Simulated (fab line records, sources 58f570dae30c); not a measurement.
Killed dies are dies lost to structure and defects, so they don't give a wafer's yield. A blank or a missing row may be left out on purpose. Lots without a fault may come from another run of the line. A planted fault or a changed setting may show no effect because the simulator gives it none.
Split-lot experiment | flow berkeley_cmos170 | 5 lots, 23 wafers read, on a route of 331 steps

THE SPLIT
At UCB170_PLDD_EXPOSE_03 (exposes mask PSELECT, target cd 1200 nm), the setting dose_mj was moved away from the recipe's 30 on 6 of the 23 wafers read, by -6.8% to +4.2%. The other wafers ran this setting at the recipe's value.

FROM THE SPLIT TO THE READING: what the file shows between them, 2 steps
- UCB170_PLDD_PEB_04
- UCB170_PLDD_DEVELOP_05: develop time 45 s

THE READING
cd_nm, in nm, at UCB170_PLDD_CD_MEAS_06 (target cd 1200 nm). Fault-free wafers of this fab line usually give 1200.4 nm, standard deviation 1.2 nm.

wafer  | tool, chamber at the split | dose_mj as run | against the recipe | cd_nm, nm | against lot-mates on the recipe
L077.1 | krf_scanner-01, 0          | 30             | recipe             | 1202.3    | -
L077.2 | krf_scanner-01, 0          | 29.21          | -2.6%              | 1196.5    | -5.6
L077.3 | krf_scanner-01, 0          | 29.21          | -2.6%              | 1197.0    | -5.1
L077.4 | krf_scanner-01, 0          | 30             | recipe             | 1203.0    | -
L077.5 | krf_scanner-01, 0          | 30             | recipe             | 1201.1    | -
L076.1 | krf_scanner-02, 0          | 30             | recipe             | 1201.5    | -
L076.2 | krf_scanner-02, 0          | 30             | recipe             | 1200.7    | -
L076.6 | krf_scanner-02, 0          | 30             | recipe             | 1200.7    | -
L075.1 | krf_scanner-01, 0          | 30             | recipe             | 1201.3    | -
L075.2 | krf_scanner-01, 0          | 30             | recipe             | 1201.5    | -
L075.3 | krf_scanner-01, 0          | 31.26          | +4.2%              | 1208.5    | +7.5
L075.4 | krf_scanner-01, 0          | 30             | recipe             | 1200.1    | -
L075.5 | krf_scanner-01, 0          | 31.26          | +4.2%              | 1207.4    | +6.4
L080.1 | krf_scanner-02, 0          | 30             | recipe             | 1199.5    | -
L080.2 | krf_scanner-02, 0          | 30             | recipe             | 1201.6    | -
L080.3 | krf_scanner-02, 0          | 30             | recipe             | 1202.2    | -
L080.5 | krf_scanner-02, 0          | 30             | recipe             | 1201.3    | -
L080.6 | krf_scanner-02, 0          | 30             | recipe             | 1200.8    | -
L082.1 | krf_scanner-01, 0          | 27.97          | -6.8%              | 1187.5    | -12.2
L082.3 | krf_scanner-01, 0          | 30             | recipe             | 1199.2    | -
L082.4 | krf_scanner-01, 0          | 30             | recipe             | 1200.4    | -
L082.5 | krf_scanner-01, 0          | 27.97          | -6.8%              | 1186.9    | -12.8
L082.6 | krf_scanner-01, 0          | 30             | recipe             | 1199.4    | -

THE FIT
A straight line over all 23 wafers: cd_nm changes by +1.89 nm for each +1% of dose_mj; r = +0.98; the points scatter about the line by 1.1 nm.
The same after taking each lot's own level away (the mean of its wafers on the recipe; 23 wafers): +1.81 nm for each +1%; r = +0.99; scatter 0.71 nm.
On that fit, the largest move of dose_mj shifts the reading by 12 nm.
The lots' own levels span 1199.67 to 1202.13 nm, that is 2.1 times the standard deviation above.
So the lot-to-lot level changes the slope little: the two slopes agree.
Check: with one of the wafers moved furthest among these (-6.8%) left out of the fit, the line predicts -12.5 nm for it against its lot-mates. It came out at -12.2 nm against them.

OTHER SPLITS ON THESE WAFERS
These wafers also went through other splits before the reading. Each is held against what the fit with the lots' levels taken away leaves over:
other split on the same wafers       | wafers away from the commonest value | r with cd_nm (lot level and that fit taken away)
UCB170_START_OXIDATION_02 ox_time_s  | 15                                   | +0.03
UCB170_NWELL_OXIDATION_01 temp_c     | 15                                   | -0.02
UCB170_NWELL_IMPLANT_14 energy_kev   | 10                                   | +0.13
UCB170_PWELL_IMPLANT_15 energy_kev   | 7                                    | +0.21
UCB170_WELLDRIVE_OXIDATION_01 temp_c | 15                                   | +0.05
UCB170_ACTIVE_ETCH_15 time_s         | 11                                   | -0.14
UCB170_PFIELD_IMPLANT_07 dose_cm2    | 7                                    | +0.17
UCB170_NVT_IMPLANT_07 energy_kev     | 6                                    | -0.19
UCB170_PVT_COAT_01 resist_thk_nm     | 6                                    | -0.04
UCB170_PVT_IMPLANT_07 energy_kev     | 11                                   | +0.17

THE FILE'S OWN FIT
cd_nm changes by +1.82 nm for each +1% of dose_mj, r = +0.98.
